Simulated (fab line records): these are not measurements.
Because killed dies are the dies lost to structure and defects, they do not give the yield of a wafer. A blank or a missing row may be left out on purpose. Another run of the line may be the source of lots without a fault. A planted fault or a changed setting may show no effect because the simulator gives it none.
Which tool was responsible? || flow rit cmos || 7 lots, 21 wafers sampled, at 2 steps of a route of 202

== WHAT EACH GAUGE READ, for each wafer ==
RIT_ACTIVE_THK_MEAS_02.
{"lot": "L481", "measured": "day 1 22:30", "on": "film metro-03", "ACTIVE_OXIDE_THK (nm)": "46.2 45.7 45.9"}
{"lot": "L483", "measured": "day 2 08:03", "on": "film metro-03", "ACTIVE_OXIDE_THK (nm)": "45.0 45.6 44.6"}
{"lot": "L486", "measured": "day 3 03:35", "on": "film metro-01", "ACTIVE_OXIDE_THK (nm)": "46.2 47.0 46.5"}
{"lot": "L488", "measured": "day 3 10:19", "on": "film metro-04", "ACTIVE_OXIDE_THK (nm)": "45.4 45.6 45.7"}
{"lot": "L490", "measured": "day 3 19:03", "on": "film metro-04", "ACTIVE_OXIDE_THK (nm)": "44.7 44.6 41.6"}
{"lot": "L500", "measured": "day 5 22:05", "on": "film metro-01", "ACTIVE_OXIDE_THK (nm)": "46.6 46.1 46.3"}
{"lot": "L502", "measured": "day 6 07:04", "on": "film metro-01", "ACTIVE_OXIDE_THK (nm)": "45.2 44.8 44.5"}

== WHAT TOOL EACH LOT RAN ON (gives the tool, then ch and the chambers of the sampled wafers, and finally the start) ==
{"lot": "L481", "RIT_ACTIVE_OXIDATION_01": "furnace-04 ch 0, day 1 20:34"}
{"lot": "L483", "RIT_ACTIVE_OXIDATION_01": "furnace-01 ch 0, day 2 06:07"}
{"lot": "L486", "RIT_ACTIVE_OXIDATION_01": "furnace-03 ch 0, day 3 01:39"}
{"lot": "L488", "RIT_ACTIVE_OXIDATION_01": "furnace-03 ch 0, day 3 08:23"}
{"lot": "L490", "RIT_ACTIVE_OXIDATION_01": "furnace-03 ch 0, day 3 17:07"}
{"lot": "L500", "RIT_ACTIVE_OXIDATION_01": "furnace-01 ch 0, day 5 20:09"}
{"lot": "L502", "RIT_ACTIVE_OXIDATION_01": "furnace-01 ch 0, day 6 05:07"}
- RIT_ACTIVE_OXIDATION_01: target thk 46.8 nm, ox time 3360 s.

== THE ANSWER, worked out from the rows above alone ==
Rule: usual is defined by the lots themselves. The widest of any qualifying gaps counts: lots, ordered by their means at a reading, are off when they make up no more than a third of the lots, leave a main group of 4 or more, and stand apart from it by 3 or more times the standard deviation of that group's means. Not used: any main group whose means are identical at the precision the tables above print for the reading. A lot without any number at a reading at which 4 lots or more have one is off too. All remaining lots with rows at the step are treated as sound.
Across all readings shown, no lot is off: no conclusion can be drawn from this.

== WHAT THE SIMULATOR HAD PUT IN ==
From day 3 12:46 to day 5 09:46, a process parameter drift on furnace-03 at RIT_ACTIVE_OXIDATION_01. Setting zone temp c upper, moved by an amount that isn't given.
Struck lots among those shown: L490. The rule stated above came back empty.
